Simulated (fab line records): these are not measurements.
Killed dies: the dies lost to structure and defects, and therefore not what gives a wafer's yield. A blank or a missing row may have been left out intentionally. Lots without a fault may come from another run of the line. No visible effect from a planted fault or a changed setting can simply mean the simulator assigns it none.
Chamber matching    flow berkeley_cmos170    rie_si-02 running UCB170_GATE_ETCH_15: 4 sister chambers
The step etches poly-Si in HBr/Cl2, stops on SiO2, time 56.3 s, target depth 278.2 nm. 4 wafers are shown with their chamber, then 8 later ones without.

WAFERS, EACH WITH ITS CHAMBER
wafer   chamber  throttle_valve_pct (%)
L245.4  3        26.40
L255.3  2        27.07
L256.1  0        26.63
L256.5  1        26.78

WAFERS MISSING THEIR CHAMBER
wafer   throttle_valve_pct (%)
L256.6  27.08
L260.5  26.77
L265.2  26.64
L265.3  27.07
L265.6  26.77
L266.4  26.78
L266.5  26.78
L266.6  26.62

WHICH CHAMBER EACH WENT THROUGH
wafer   from the rows above  in truth
L256.6  2                    2
L260.5  1                    1
L265.2  0                    0
L265.3  2                    2
L265.6  1                    1
L266.4  1                    1
L266.5  1                    1
L266.6  0                    0
Placed correctly: 8 of 8. Number that these rows cannot place: 0. Wrongly placed: 0.
How it was worked out, from the rows above alone: a wafer's distance from a chamber is the root of the sum, over the readings, of the square of ((its reading less the chamber's mean) divided by the reading's scatter). The wafer belongs to the nearest chamber; if the next one is less than 2 further off, it can't be placed. For every chamber, the mean is computed from those of its wafers that are shown. The scatter (one wafer shown for each chamber): square how far every hidden wafer sits from the nearest shown wafer, average those squares and take the square root.
